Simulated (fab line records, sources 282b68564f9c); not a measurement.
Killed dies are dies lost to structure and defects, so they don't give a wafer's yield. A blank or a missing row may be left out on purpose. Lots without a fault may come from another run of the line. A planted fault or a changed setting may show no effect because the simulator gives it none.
fab line records | flow rit_cmos
record lots=14 wafers=42 last_day=6
route steps=202 shown M1@184
lots that met no fault: from a run of the same line without faults
start_h: hours from the record's first day to the start of the lot's first wafer shown | wait_h: hours since the lot's step before | " the same as in the row above | L1.1+2: a row that stands for several wafers | - no value, or no start given | * or withheld: withheld | < > ~ a bound
route shown NAME@n: a module of which the file shows steps, and the number in the route of the first | usual: mean/standard deviation of fault-free wafers | same: alike in all rows | chamber/n: place in a boat | sites: the reading at each site | _std_site: their standard deviation | _edge_site: outer sites' mean less inner sites' | radius_mm: how far each site lies from the wafer's centre | mask NAME#n: copy n | behind: the tool/chamber that last shaped the wafer | hold: why the lot was held/for how many hours/how that ended | device: the transistor (n, p or np) that didn't switch | end of line: the same wafers' tests at the end of the route | a step without rows: its recipe alone | killed: dies lost to structure and defects at the first sort, not the wafer's yield | map: a wafer's dies, x killed, . not, _ none there
set.NAME: the setting as run; set.NAME@STEP: as run at that earlier step | model.NAME: the simulator's own value behind a step, which no gauge read
steps of the route over a sample of lots; a table a step, a row a wafer
services: from which hour (start_h, from the record's first day; less than 0 if before it) a tool's chamber was out of use, for how many hours, and why
## steps
# step RIT_M1_SPUTTER_00
# recipe material=Al target_thk_nm=400 power_w=2000 chamber_pressure_pa=0.4 gas=Ar time_s=500 substrate_temp_c=25
# usual throttle_valve_pct=30.3/0.81
# columns lot.wafer tool chamber start_h wait_h throttle_valve_pct
L319.4 pvd_sputter-04 - 59.17 0.0 30.8
L319.5 " - " " 29.6
L319.6 " - " " 31.6
L320.4 pvd_sputter-02 - 65.07 0.0 31.9
L320.5 " - " " 29.5
L320.6 " - " " 31.9
L321.3 pvd_sputter-04 - 68.37 0.0 30.0
L321.5 " - " " 30.2
L321.6 " - " " 30.6
L322.2 pvd_sputter-02 - 74.56 0.0 30.3
L322.4 " - " " 29.8
L322.5 " - " " 31.7
L323.1 pvd_sputter-04 - 79.08 0.0 31.1
L323.2 " - " " 29.7
L323.4 " - " " 30.3
L324.1 pvd_sputter-02 - 84.01 0.0 29.4
L324.2 " - " " 29.9
L324.4 " - " " 30.6
L326.3 pvd_sputter-02 - 97.15 0.0 29.6
L326.5 " - " " 30.4
L326.6 " - " " 29.2
L328.2 pvd_sputter-02 - 104.67 0.0 30.4
L328.5 " - " " 29.4
L328.6 " - " " 29.7
L329.2 pvd_sputter-04 - 110.66 0.0 30.4
L329.3 " - " " 30.9
L329.4 " - " " 31.4
L330.1 pvd_sputter-02 - 113.68 0.0 30.5
L330.2 " - " " 31.7
L330.4 " - " " 29.7
L331.3 pvd_sputter-04 - 118.61 0.0 30.2
L331.4 " - " " 31.6
L331.5 " - " " 30.1
L334.1 pvd_sputter-02 - 134.17 0.0 29.9
L334.2 " - " " 30.2
L334.5 " - " " 29.1
L335.3 pvd_sputter-01 - 137.88 0.0 29.5
L335.5 " - " " 29.8
L335.6 " - " " 29.5
L336.2 pvd_sputter-02 - 140.55 0.0 29.5
L336.5 " - " " 29.5
L336.6 " - " " 29.8
# step RIT_M1_RS_MEAS_01
# recipe thk_meas_gauge=four-point-probe reads=Al_of_M1_SPUTTER_00
# usual M1_AL_RS=0.0733/0.00079
# columns lot.wafer tool chamber start_h wait_h M1_AL_RS[ohm/sq]
L319.4 film_metro-01 - 59.53 0.2 0.0726
L319.5 " - " " 0.0724
L319.6 " - " " 0.0727
L320.4 film_metro-01 - 65.42 0.2 0.0742
L320.5 " - " " 0.0735
L320.6 " - " " 0.0736
L321.3 film_metro-02 - 68.71 0.2 0.0738
L321.5 " - " " 0.0745
L321.6 " - " " 0.0741
L322.2 film_metro-03 - 74.87 0.2 0.0731
L322.4 " - " " 0.0739
L322.5 " - " " 0.0739
L323.1 film_metro-02 - 79.37 0.1 0.0730
L323.2 " - " " 0.0725
L323.4 " - " " 0.0736
L324.1 film_metro-01 - 84.30 0.1 0.0735
L324.2 " - " " 0.0742
L324.4 " - " " 0.0735
L326.3 film_metro-03 - 97.48 0.2 0.0726
L326.5 " - " " 0.0725
L326.6 " - " " 0.0725
L328.2 film_metro-02 - 104.98 0.2 0.0730
L328.5 " - " " 0.0725
L328.6 " - " " 0.0736
L329.2 film_metro-02 - 110.97 0.2 0.0735
L329.3 " - " " 0.0732
L329.4 " - " " 0.0733
L330.1 film_metro-03 - 113.98 0.1 0.0732
L330.2 " - " " 0.0737
L330.4 " - " " 0.0747
L331.3 film_metro-03 - 118.95 0.2 0.0726
L331.4 " - " " 0.0734
L331.5 " - " " 0.0736
L334.1 film_metro-03 - 134.46 0.1 0.0826
L334.2 " - " " 0.0820
L334.5 " - " " 0.0823
L335.3 film_metro-03 - 138.22 0.2 0.0731
L335.5 " - " " 0.0736
L335.6 " - " " 0.0721
L336.2 film_metro-02 - 140.87 0.2 0.0828
L336.5 " - " " 0.0832
L336.6 " - " " 0.0840
# step RIT_M1_THK_MEAS_02
# recipe thk_meas_gauge=xrf reads=Al_of_M1_SPUTTER_00
# usual M1_AL_THK=402/4.5
# columns lot.wafer tool chamber start_h wait_h M1_AL_THK[nm]
L319.4 film_metro-01 - 59.62 0.1 404
L319.5 " - " " 405
L319.6 " - " " 409
L320.4 film_metro-01 - 65.51 0.1 400
L320.5 " - " " 400
L320.6 " - " " 404
L321.3 film_metro-02 - 68.81 0.1 402
L321.5 " - " " 399
L321.6 " - " " 400
L322.2 film_metro-03 - 74.98 0.1 405
L322.4 " - " " 401
L322.5 " - " " 401
L323.1 film_metro-02 - 79.49 0.1 405
L323.2 " - " " 407
L323.4 " - " " 399
L324.1 film_metro-01 - 84.42 0.1 403
L324.2 " - " " 395
L324.4 " - " " 402
L326.3 film_metro-03 - 97.58 0.1 404
L326.5 " - " " 408
L326.6 " - " " 406
L328.2 film_metro-02 - 105.09 0.1 403
L328.5 " - " " 409
L328.6 " - " " 402
L329.2 film_metro-02 - 111.08 0.1 400
L329.3 " - " " 401
L329.4 " - " " 403
L330.1 film_metro-03 - 114.10 0.1 403
L330.2 " - " " 401
L330.4 " - " " 397
L331.3 film_metro-03 - 119.05 0.1 407
L331.4 " - " " 401
L331.5 " - " " 398
L334.1 film_metro-03 - 134.58 0.1 361
L334.2 " - " " 362
L334.5 " - " " 363
L335.3 film_metro-03 - 138.32 0.1 404
L335.5 " - " " 404
L335.6 " - " " 411
L336.2 film_metro-02 - 140.98 0.1 357
L336.5 " - " " 354
L336.6 " - " " 351
# step RIT_M1_METAL_ETCH_12
# recipe stop_on=SiO2 chemistry=Cl2/BCl3 target=Al time_s=165 over_etch_frac=0.5 pressure_mtorr=100 target_depth_a=6000 rf_w=250 Cl2_flow_sccm=60 bcl3_flow_sccm=50
# usual drypump_motor_current_A=5.72/0.19 mfc_cl2_sccm=60.05/0.17 oes_product_au=0.777/0.01 throttle_valve_pct=8.28/0.11
# columns lot.wafer tool chamber start_h wait_h drypump_motor_current_A mfc_cl2_sccm oes_product_au rf_hours_counter_h throttle_valve_pct
L319.4 rie_metal-02 1 61.23 0.1 5.45 60.11 0.784 - 8.29
L319.5 " 1 " " 5.45 60.01 0.774 - 8.29
L319.6 " 0 " " 5.49 60.08 0.789 - 8.38
L320.4 rie_metal-01 1 67.01 0.1 5.71 60.09 0.766 - 8.16
L320.5 " 1 " " 5.70 60.05 0.780 - 8.13
L320.6 " 0 " " 5.82 59.87 0.762 - 8.17
L321.3 rie_metal-03 1 70.22 0.2 5.77 59.90 0.788 - 8.30
L321.5 " 1 " " 5.75 59.78 0.782 - 8.30
L321.6 " 0 " " 6.04 59.69 0.759 - 8.44
L322.2 rie_metal-02 0 76.44 0.2 5.46 60.17 0.786 35 8.37
L322.4 " 1 " " 5.46 60.21 0.775 - 8.30
L322.5 " 1 " " 5.47 60.20 0.773 - 8.29
L323.1 rie_metal-01 1 80.95 0.2 5.72 59.91 0.789 1 8.14
L323.2 " 0 " " 5.81 59.92 0.779 1 8.15
L323.4 " 1 " " 5.73 59.89 0.788 - 8.13
L324.1 rie_metal-03 1 85.79 0.2 5.74 60.06 0.781 4 8.31
L324.2 " 0 " " 6.02 60.15 0.761 4 8.46
L324.4 " 0 " " 6.02 59.66 0.766 - 8.45
L326.3 rie_metal-01 0 99.09 0.2 5.84 60.17 0.775 - 8.14
L326.5 " 1 " " 5.73 59.73 0.781 - 8.13
L326.6 " 0 " " 5.84 60.35 0.775 - 8.14
L328.2 rie_metal-02 0 106.55 0.2 5.49 60.13 0.776 35 8.38
L328.5 " 1 " " 5.46 60.14 0.777 - 8.31
L328.6 " 0 " " 5.48 59.85 0.780 - 8.37
L329.2 rie_metal-01 1 112.54 0.2 5.71 60.33 0.781 1 8.15
L329.3 " 1 " " 5.71 60.02 0.787 - 8.15
L329.4 " 0 " " 5.81 59.86 0.772 - 8.15
L330.1 rie_metal-03 1 115.44 0.2 5.72 60.06 0.779 4 8.30
L330.2 " 0 " " 6.00 60.10 0.766 4 8.45
L330.4 " 1 " " 5.72 60.12 0.781 - 8.29
L331.3 rie_metal-02 0 120.55 0.2 5.47 59.92 0.782 - 8.36
L331.4 " 1 " " 5.45 59.89 0.767 - 8.29
L331.5 " 1 " " 5.45 59.84 0.767 - 8.29
L334.1 rie_metal-01 0 136.17 0.2 5.84 59.92 0.724 1 8.13
L334.2 " 1 " " 5.70 60.12 0.724 2 8.14
L334.5 " 1 " " 5.70 60.22 0.737 - 8.17
L335.3 rie_metal-03 0 139.82 0.2 5.99 60.01 0.772 - 8.44
L335.5 " 0 " " 6.01 60.28 0.768 - 8.47
L335.6 " 1 " " 5.74 60.13 0.792 - 8.29
L336.2 rie_metal-01 1 142.31 0.2 5.71 60.29 0.736 2 8.15
L336.5 " 1 " " 5.70 60.47 0.721 - 8.16
L336.6 " 0 " " 5.84 60.22 0.713 - 8.15
# step RIT_M1_PROBE_99
# usual defect_limited_yield=97.5/1.1 killed_at_contacts=0.0/0.22 killed_at_front_end=6.6/3 killed_dies=6.6/3 killed_open=3.4/2 killed_short=3.2/2 sort_bin_3_pad_short=0.1/0.2 sort_bin_5_function=1.4/0.83 sort_bin_6_memory=1.0/0.63 sort_n_pass=257.4/3 sort_yield_pct=97.5/1.1
# same gross_dies=264 killed_at_M0_to_M3=0 killed_at_M4_up=0 killed_at_back_side=0 killed_at_other=0
# columns lot.wafer tool chamber start_h wait_h defect_limited_yield[%] killed_at_contacts killed_at_front_end killed_dies killed_open killed_short sort_bin_3_pad_short[%] sort_bin_5_function[%] sort_bin_6_memory[%] sort_n_pass sort_yield_pct[%]
L319.4 prober-01 - 63.58 0.2 98.1 0 5 5 3 2 0 0.4 1.5 259.0 98.1
L319.5 prober-01 - 63.63 0.2 97.0 0 8 8 6 2 0 3.0 0 256.0 97.0
L319.6 prober-01 - 63.68 0.2 95.5 0 12 12 6 6 0 3.0 1.5 252.0 95.5
L322.2 prober-02 - 78.75 0.1 95.1 0 13 13 7 6 0.8 1.5 2.7 251.0 95.1
L322.4 prober-02 - 78.85 0.2 97.3 0 7 7 4 3 0 1.1 1.5 257.0 97.3
L322.5 prober-02 - 78.90 0.2 98.5 0 4 4 4 0 0 1.1 0.4 260.0 98.5
L323.1 prober-01 - 83.20 0.1 98.5 0 4 4 2 2 0.4 1.1 0 260.0 98.5
L323.2 prober-01 - 83.25 0.1 96.6 0 9 9 5 4 0.4 1.9 1.1 255.0 96.6
L323.4 prober-01 - 83.35 0.2 98.1 0 5 5 3 2 0 1.5 0.4 259.0 98.1
L324.1 prober-02 - 88.04 0.1 96.2 0 10 10 3 7 0.4 1.9 1.5 254.0 96.2
L324.2 prober-02 - 88.09 0.1 98.1 0 5 5 2 3 0.4 1.1 0.4 259.0 98.1
L324.4 prober-02 - 88.19 0.2 95.5 0 12 12 8 4 0 2.7 1.9 252.0 95.5
L335.3 prober-02 - 142.12 0.2 97.0 0 8 8 4 4 0 2.7 0.4 256.0 97.0
L335.5 prober-02 - 142.22 0.2 97.7 0 6 6 3 3 0.4 0.8 1.1 258.0 97.7
L335.6 prober-02 - 142.27 0.2 98.1 0 5 5 0 5 0 1.5 0.4 259.0 98.1
L336.2 prober-01 - 144.62 0.1 97.0 0 8 8 4 4 0 2.3 0.8 256.0 97.0
L336.5 prober-01 - 144.77 0.2 98.5 0 4 4 1 3 0 0.8 0.8 260.0 98.5
L336.6 prober-01 - 144.82 0.2 96.6 0 9 9 3 6 0 1.5 1.9 255.0 96.6
# killed by level:class
L319.4 GATE:geometric_particle:open=2 REOX:geometric_particle:short=2 REOX:geometric_particle:open=1
L319.5 REOX:geometric_particle:open=3 FOX1:geometric_particle:short=2 FOX1:geometric_particle:open=1 FOX2:geometric_particle:open=1 GATE:geometric_particle:open=1
L319.6 GATE:geometric_particle:short=4 FOX1:geometric_particle:short=2 GATE:geometric_particle:open=2 SILICIDE:geometric_particle:open=2 FOX1:geometric_particle:open=1 FOX2:geometric_particle:open=1
L322.2 FOX1:geometric_particle:short=3 GATE:geometric_particle:open=3 FOX1:geometric_particle:open=1 FOX2:geometric_particle:open=1 FOX2:geometric_particle:short=1 REOX:geometric_particle:short=1 REOX:geometric_particle:open=1 SPACER:geometric_particle:open=1
L322.4 REOX:geometric_particle:open=2 FOX1:geometric_particle:open=1 GATE:geometric_particle:short=1 GATE:geometric_particle:open=1 REOX:geometric_particle:short=1 SPACER:geometric_particle:short=1
L322.5 GATE:geometric_particle:open=3 FOX1:geometric_particle:open=1
L323.1 GATE:geometric_particle:open=2 FOX1:geometric_particle:short=1 FOX2:geometric_particle:short=1
L323.2 GATE:geometric_particle:open=3 GATE:geometric_particle:short=2 SPACER:geometric_particle:open=2 FOX2:geometric_particle:short=1 REOX:geometric_particle:short=1
L323.4 GATE:geometric_particle:open=2 FOX2:geometric_particle:open=1 GATE:geometric_particle:short=1 REOX:geometric_particle:short=1
L324.1 GATE:geometric_particle:short=4 GATE:geometric_particle:open=2 FOX1:geometric_particle:open=1 FOX2:geometric_particle:short=1 SPACER:geometric_particle:short=1 SILICIDE:geometric_particle:short=1
L324.2 GATE:geometric_particle:short=2 FOX1:geometric_particle:short=1 GATE:geometric_particle:open=1 SILICIDE:geometric_particle:open=1
L324.4 REOX:geometric_particle:open=3 FOX1:geometric_particle:open=2 FOX1:geometric_particle:short=2 GATE:geometric_particle:short=1 GATE:geometric_particle:open=1 SPACER:geometric_particle:open=1 SPACER:geometric_particle:short=1 SILICIDE:geometric_particle:open=1
L335.3 FOX2:geometric_particle:short=2 FOX1:geometric_particle:short=1 FOX2:geometric_particle:open=1 GATE:geometric_particle:open=1 REOX:geometric_particle:short=1 SPACER:geometric_particle:open=1 SILICIDE:geometric_particle:open=1
L335.5 GATE:geometric_particle:open=2 GATE:geometric_particle:short=2 FOX2:geometric_particle:short=1 REOX:geometric_particle:open=1
L335.6 GATE:geometric_particle:short=3 FOX2:geometric_particle:short=1 REOX:geometric_particle:short=1
L336.2 GATE:geometric_particle:short=4 GATE:geometric_particle:open=2 FOX2:geometric_particle:open=1 SILICIDE:geometric_particle:open=1
L336.5 REOX:geometric_particle:short=2 FOX1:geometric_particle:short=1 REOX:geometric_particle:open=1
L336.6 FOX1:geometric_particle:short=3 GATE:geometric_particle:open=2 FOX2:geometric_particle:open=1 GATE:geometric_particle:short=1 REOX:geometric_particle:short=1 SILICIDE:geometric_particle:short=1
## services
# columns tool chamber start_h hours kind
pvd_sputter-01 - 46.88 2.0 repair
pvd_sputter-04 - 72.00 0.6 repair
rie_metal-03 1 72.47 10.2 repair
rie_metal-03 1 89.08 3.9 repair
rie_metal-01 - 116.21 2.8 pm
rie_metal-01 0 119.54 12.1 repair
rie_metal-02 - 136.12 20.0 pm
rie_metal-02 0 136.12 20.0 vent_cycle
rie_metal-02 1 136.12 20.0 vent_cycle
## key
first_sign step=RIT_M1_RS_MEAS_01 reading=M1_AL_RS direction=up sigmas=12 usual=0.0733 struck=0.0828
effect step=RIT_M1_THK_MEAS_02 reading=M1_AL_THK direction=down sigmas=9.8 usual=402 struck=358
effect step=RIT_M1_METAL_ETCH_12 reading=oes_product_au direction=down sigmas=4.9 usual=0.777 struck=0.726
met_at RIT_M1_SPUTTER_00
struck_lots L334,L336
onset_between 113.68 134.17
fault kind=process_parameter_drift tool=pvd_sputter-02 chamber=- onset_h=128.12 steps=RIT_M1_SPUTTER_00 channel=target_thk_nm offset=-40 shape=step end_h=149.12 stated=400
